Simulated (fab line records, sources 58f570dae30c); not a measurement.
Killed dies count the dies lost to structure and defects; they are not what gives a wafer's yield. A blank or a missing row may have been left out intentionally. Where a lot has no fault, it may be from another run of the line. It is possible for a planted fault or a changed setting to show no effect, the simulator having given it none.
Struck lot and sound lot, side by side    flow berkeley_cmos170    14 out of 331 route steps
Sound: wafers L415.1, L415.3, L415.5. The struck wafers were L421.3, L421.5, L421.6. The cause is named last.
For every step that has rows: the tool of each side, followed by ch and its chambers, followed by its first start. Under that, the readings that differ: sound wafers    struck wafers    difference of the means    sigmas: that difference in standard deviations of wafers without a fault.
alike: readings with means less than 2 such deviations apart, plus words and numbers identical on both sides. not compared: withheld readings, readings lacking a value on some wafer, bounds such as >300 that could conceal the same value, and numbers that have no deviation in the record and whose values overlap.
A row with sigmas, a row that says differs or no value, or rows on one side alone: a step with any of these is where the two part. Numbers that have no deviation but don't overlap get no sigmas and don't part them. A reading that every wafer of one side lacks parts them only if that side has two wafers or more.

first, 1 step without rows for these wafers: UCB170_PSD_DEVELOP_05 (develop time 45 s).
UCB170_PSD_CD_MEAS_06: target cd 1200 nm.
  struck on cd_sem-02, day 10 07:45; sound on cd_sem-01, day 8 13:29
  alike: cd_nm
UCB170_PSD_OVL_MEAS_07:
  struck on overlay-01, day 10 07:50; sound on overlay-01, day 8 13:36
  alike: PSD_OVL
next, for these wafers, 1 step has no rows: UCB170_PSD_IMPLANT_08.
UCB170_PSD_STRIP_09: strips in O2.
  sound on plasma_asher-03 ch 0,1, day 8 13:47; struck on plasma_asher-03 ch 0,1, day 10 08:03
  alike: drypump_motor_current_A, oes_product_au, strip_time_to_endpoint_s
  not compared: rf_hours_counter_h
UCB170_PSD_TW_MEAS_10:
  struck on film_metro-01, day 10 08:08; sound on film_metro-03, day 8 13:53
  alike: PSD_TW
then, 6 steps without rows for these wafers: UCB170_PSD_CLEAN_11 (cleans in SPM, time 600 s); UCB170_NSD_HMDS_00 (prime time 60 s); UCB170_NSD_COAT_01 (resist thk 900 nm); UCB170_NSD_SOFTBAKE_02 (time 60 s); UCB170_NSD_EXPOSE_03 (exposes mask NSELECT MOD, target cd 1200 nm); UCB170_NSD_PEB_04.
UCB170_NSD_DEVELOP_05: develop time 45 s.
  sound on litho_track-04 ch 0, day 8 15:00; struck on litho_track-04 ch 0, day 10 10:00
reading               sound              struck             difference  sigmas
developer_temp_C (C)  20.97 21.07 21.01  21.71 21.75 21.60  +0.67       +6
  alike: exhaust_pa
UCB170_NSD_CD_MEAS_06: target cd 1200 nm.
  struck on cd_sem-02, day 10 10:17; sound on cd_sem-02, day 8 15:08
  alike: cd_nm

## WHERE THEY PART
Within this record, at UCB170_NSD_DEVELOP_05 only. Later steps at which nothing parts them and some readings are alike: UCB170_NSD_CD_MEAS_06.

WHY: what the simulator had put in
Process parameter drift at UCB170_NSD_DEVELOP_05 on litho_track-04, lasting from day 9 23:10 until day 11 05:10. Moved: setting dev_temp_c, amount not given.
